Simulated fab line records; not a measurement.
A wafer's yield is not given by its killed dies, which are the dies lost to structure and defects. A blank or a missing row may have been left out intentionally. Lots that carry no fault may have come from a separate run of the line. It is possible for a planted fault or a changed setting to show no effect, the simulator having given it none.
A struck lot beside a sound one :: flow ritCmos :: 15 steps out of a route of 202
Sound: these wafers, L340.1, L340.2, L340.5. Wafers L348.2, L348.5, L348.6 were the ones struck. The cause is given at the end.
At each step with rows: each side's tool, then ch and its chambers, then its first start. Under that, the readings that differ: sound wafers :: struck wafers :: difference of the means :: sigmas: that difference in standard deviations of wafers without a fault.
alike: a reading whose means differ by less than 2 such deviations, as well as words and numbers matching on both sides. not compared: withheld readings; readings where some wafer has no value; bounds like >300 that might hide an equal value; numbers whose values overlap and for which the record gives no deviation.
Wherever a step has rows on one side only, a row that says differs or no value, or a row with sigmas, the two part there. Numbers that have no deviation but don't overlap get no sigmas and don't part them. A reading that every wafer of one side lacks parts them only if that side has two wafers or more.

RIT_SPACER_ETCHBACK_05: etches Si3N4 in SF6/CHF3, stops on SiO2, target depth 250 nm, time 240 s.
  sound on rieDiel-01 ch 1,3, day 5 01:20; struck on rieDiel-01 ch 0,2,3, day 6 14:56
  alike: SF6_flow_sccm, drypumpMotorCurrentA, oesProductAu, throttleValvePct
  not compared: rfHoursCounterH
then, 6 steps without rows for these wafers: RIT_NSD_HMDS_00 (prime time 60 s); RIT_NSD_COAT_01 (resist thk 1000 nm); RIT_NSD_SOFTBAKE_02 (time 60 s); RIT_NSD_EXPOSE_03 (exposes mask M9, target cd 40700 nm); RIT_NSD_PEB_04; RIT_NSD_DEVELOP_05 (develop time 50 s).
RIT_NSD_OVL_MEAS_06:
  struck on overlay-02, day 6 15:57; sound on overlay-01, day 5 02:20
  alike: NSD_OVL
then, 2 steps without rows for these wafers: RIT_NSD_HARDBAKE_07 (time 60 s); RIT_NSD_IMPLANT_08.
RIT_NSD_STRIP_09: strips in O2, time 180 s.
  sound on plasmaAsher-01 ch 0,1, day 5 02:41; struck on plasmaAsher-04 ch 0,1, day 6 16:17
  alike: drypumpMotorCurrentA
  not compared: rfHoursCounterH
RIT_NSD_TW_MEAS_10:
  struck on filmMetro-01, day 6 16:28; sound on filmMetro-04, day 5 02:51
  alike: NSD_TW
RIT_PSD_HMDS_00: prime time 60 s.
  sound on lithoTrack-03 ch 0, day 5 02:55; struck on lithoTrack-03 ch 0, day 6 16:32
reading: primeTempC (C)
sound: 139.86 140.04 140.24
struck: 138.13 138.20 138.14
difference: -1.89
sigmas: -13
then, 1 step without rows for these wafers: RIT_PSD_COAT_01 (resist thk 1000 nm).
RIT_M1_PROBE_99:
  only the struck wafers here have rows in the record (prober-01, day 7 01:47); the sound ones have none

WHERE THEY PART
At RIT_PSD_HMDS_00 first; at RIT_M1_PROBE_99 last (within this record only).

WHY: the cause the simulator had injected
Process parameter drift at RIT_PSD_HMDS_00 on lithoTrack-03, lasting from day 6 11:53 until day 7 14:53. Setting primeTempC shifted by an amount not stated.
